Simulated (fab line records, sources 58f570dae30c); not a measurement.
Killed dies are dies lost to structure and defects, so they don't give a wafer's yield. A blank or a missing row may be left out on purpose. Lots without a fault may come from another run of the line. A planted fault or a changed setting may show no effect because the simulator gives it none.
One fault seen from 2 desks | flow berkeley_cmos170 | each desk has only its own numbers; what lay behind them comes last

THE TOOL OWNER'S DESK: implanter-01
The tool's own readings at UCB170_PVT_IMPLANT_07: means of the sampled wafers that have a number, for each lot that ran on this tool. A lot is out of limits, marked OUT, if its mean lies more than 4 standard deviations from the usual mean; the brackets give that distance.
Columns: A = beam_on_s at UCB170_PVT_IMPLANT_07, usual 10.01 s; B = faraday_current_uA at UCB170_PVT_IMPLANT_07, usual 6.34
lot  | first seen here | A              | B
L165 | day 6 02:33     | 9.89           | 6.42
L166 | day 6 20:32     | 10.22          | 6.20
L169 | day 7 04:02     | 10.04          | 6.32
L172 | day 7 23:51     | 9.97           | 6.37
L177 | day 9 05:11     | 9.93           | 6.39
L182 | day 9 14:41     | 9.92           | 6.39
L180 | day 9 15:33     | 7.73 (-12) OUT | 8.24 (+16) OUT
L183 | day 10 11:15    | 7.58 (-13) OUT | 8.37 (+17) OUT
This desk's finding: out of limits on L180, L183; first on L180, day 9 15:33 (beam_on_s at UCB170_PVT_IMPLANT_07). In limits: L165, L166, L169, L172, L177, L182.

THE METROLOGY DESK
What the gauges read, lot by lot, whatever tool the lot ran on: means of the sampled wafers that have a number. A lot is out of limits, marked OUT, if its mean lies more than 4 standard deviations from the usual mean; the brackets give that distance.
Columns: A = ACTIVE_OVL at UCB170_ACTIVE_OVL_MEAS_14, usual 3 nm; B = NVT_OVL at UCB170_NVT_OVL_MEAS_06, usual -1 nm; C = PVT_TW at UCB170_PVT_TW_MEAS_09, usual 504
lot  | first seen here | A  | B   | C
L164 | day 4 13:48     | 3  | -10 | 504
L165 | day 4 14:02     | 5  | -1  | 508
L166 | day 5 08:14     | -1 | -6  | 504
L167 | day 5 08:22     | 5  | -1  | 503
L169 | day 5 13:20     | 6  | -3  | 500
L172 | day 6 05:53     | 8  | -2  | 499
L171 | day 6 06:06     | -4 | 1   | 503
L173 | day 6 06:08     | -1 | -3  | 505
L174 | day 6 15:37     | 5  | 7   | 501
L177 | day 7 13:06     | 6  | -8  | 503
L179 | day 7 19:47     | -0 | -9  | 496
L180 | day 7 20:26     | 5  | -2  | 471 (-7.1) OUT
L182 | day 8 01:52     | 10 | 0   | 505
L183 | day 8 18:56     | 1  | 5   | 461 (-9.1) OUT
This desk's finding: out of limits on L180, L183; first on L180, day 9 15:48 (PVT_TW at UCB170_PVT_TW_MEAS_09). In limits: L164, L165, L166, L167, L169, L172, L171, L173, L174, L177, L179, L182.

PUT TOGETHER
The tool owner's desk could have raised an alarm at day 9 15:33, on L180, L183.
The metrology desk could have raised an alarm at day 9 15:48, on L180, L183.
Of the lots named, all ran UCB170_PVT_IMPLANT_07 on implanter-01.

WHAT THE SIMULATOR HAD PUT IN
Process parameter drift: implanter-01, from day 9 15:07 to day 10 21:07, at UCB170_PVT_IMPLANT_07. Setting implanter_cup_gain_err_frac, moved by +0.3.
Lots struck among those shown: L180, L183.
Hours from the fault's start to each desk's first reading out of limits: the tool owner's desk, 0; the metrology desk, 1.
